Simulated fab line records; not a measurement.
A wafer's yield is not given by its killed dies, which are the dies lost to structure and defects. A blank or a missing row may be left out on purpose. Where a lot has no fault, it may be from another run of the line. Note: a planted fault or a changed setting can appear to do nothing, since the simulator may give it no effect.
A struck lot beside a sound one | flow rit_cmos | 21 steps out of a route of 202
Sound: wafers L776.1, L776.2, L776.4. The struck wafers were L786.3, L786.4, L786.6. The cause comes at the end.
Each step with rows lists, per side, the tool, then ch with its chambers, then its first start. Under that, the readings that differ: sound wafers | struck wafers | difference of the means | sigmas: that difference in standard deviations of wafers without a fault.
alike: readings whose means differ by less than 2 such deviations, and words and numbers that are the same on both sides. not compared: withheld readings, readings that some wafer has no value for, bounds like >300 that may hide the same value, and numbers for which the record gives no deviation and whose values overlap.
Wherever a step has rows on one side only, a row that says differs or no value, or a row with sigmas, the two part there. Numbers that have no deviation but don't overlap get no sigmas and don't part them. Lack of a reading on every wafer of one side parts them only where that side has two or more wafers.

first, 2 steps without rows for these wafers: RIT_NSD_HARDBAKE_07 (time 60 s); RIT_NSD_IMPLANT_08.
RIT_NSD_STRIP_09: strips in O2, time 180 s.
  sound on plasma_asher-04 ch 0,1, day 3 15:30; struck on plasma_asher-03 ch 0,1, day 5 14:01
  alike: drypump_motor_current_A
  not compared: rf_hours_counter_h
RIT_NSD_TW_MEAS_10:
  struck on film_metro-01, day 5 14:10; sound on film_metro-01, day 3 15:41
  alike: NSD_TW
then, 6 steps without rows for these wafers: RIT_PSD_HMDS_00 (prime time 60 s); RIT_PSD_COAT_01 (resist thk 1000 nm); RIT_PSD_SOFTBAKE_02 (time 60 s); RIT_PSD_EXPOSE_03 (exposes mask M10, target cd 40900 nm); RIT_PSD_PEB_04; RIT_PSD_DEVELOP_05 (develop time 51.19 s).
RIT_PSD_OVL_MEAS_06:
  struck on overlay-01, day 5 15:04; sound on overlay-02, day 3 16:43
  alike: PSD_OVL
then, 1 step without rows for these wafers: RIT_PSD_HARDBAKE_07 (time 60 s).
RIT_PSD_IMPLANT_08:
  sound on implanter-04 ch 0, day 3 17:04; struck on implanter-04 ch 0, day 5 15:17
  reading                          | sound                         | struck                        | difference | sigmas
  beam_on_s (s)                    | 13.3 12.8 13.1                | 24.9 25.6 26.8                | +12.7      | +30
  dose_ions_cm2                    | 4.998e+15 5.002e+15 4.994e+15 | 9.503e+15 9.501e+15 9.497e+15 | +4.502e+15 | +99 or more
  end_station_pressure_torr (Torr) | 1.43e-05 1.42e-05 1.25e-05    | 1.06e-05 1.17e-05 1.31e-05    | -1.87e-06  | -2
  alike: faraday_current_uA
RIT_PSD_STRIP_09: strips in O2, time 180 s.
  sound on plasma_asher-03 ch 0,1, day 3 17:13; struck on plasma_asher-03 ch 0,1, day 5 15:26
  alike: drypump_motor_current_A
  not compared: rf_hours_counter_h
RIT_PSD_TW_MEAS_10:
  struck on film_metro-04, day 5 15:48; sound on film_metro-01, day 3 17:24
  reading | sound          | struck         | difference | sigmas
  PSD_TW  | 3382 3384 3384 | 3591 3607 3613 | +220       | +7
  not compared: hold
then, 2 steps without rows for these wafers: RIT_SDANNEAL_CLEAN_01 (cleans in dHF, time 30 s); RIT_SDANNEAL_CLEAN_02 (cleans in SC2, time 600 s).
RIT_SDANNEAL_RTA_03: time 5 s.
  sound on rtp_anneal-02 ch 0, day 3 18:10; struck on rtp_anneal-02 ch 0, day 5 17:29
  alike: ramp_up_c_per_s, wafer_temp_C_max
RIT_SDANNEAL_RS_MEAS_04: uses a four-point probe to measure.
  struck on film_metro-01, day 5 17:51; sound on film_metro-02, day 3 18:14
  reading         | sound                | struck               | difference | sigmas
  PSD_RS (ohm/sq) | 116.35 116.02 115.77 | 107.80 107.54 108.12 | -8.23      | -29
  not compared: hold
RIT_SDANNEAL_RS_MEAS_05: uses a four-point probe to measure.
  struck on film_metro-01, day 5 21:10; sound on film_metro-02, day 3 18:21
  reading | sound | struck                                                                     | difference                   | sigmas
  hold    | - - - | await_dispo/3.0h/release await_dispo/3.0h/release await_dispo/3.0h/release | no value on the sound wafers |
  alike: NSD_RS
RIT_M1_PROBE_99:
  struck on prober-02, day 6 04:27; sound on prober-02, day 4 01:35
  alike: killed_at_contacts, killed_at_front_end, killed_dies, killed_open, killed_short

## WHERE THEY PART
Last at RIT_SDANNEAL_RS_MEAS_05 as far as this record goes, first at RIT_PSD_IMPLANT_08. Later steps at which nothing parts them and some readings are alike: RIT_M1_PROBE_99.

WHY: what the simulator had put in
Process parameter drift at RIT_PSD_IMPLANT_08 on implanter-04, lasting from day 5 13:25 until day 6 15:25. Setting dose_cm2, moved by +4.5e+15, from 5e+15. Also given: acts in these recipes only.
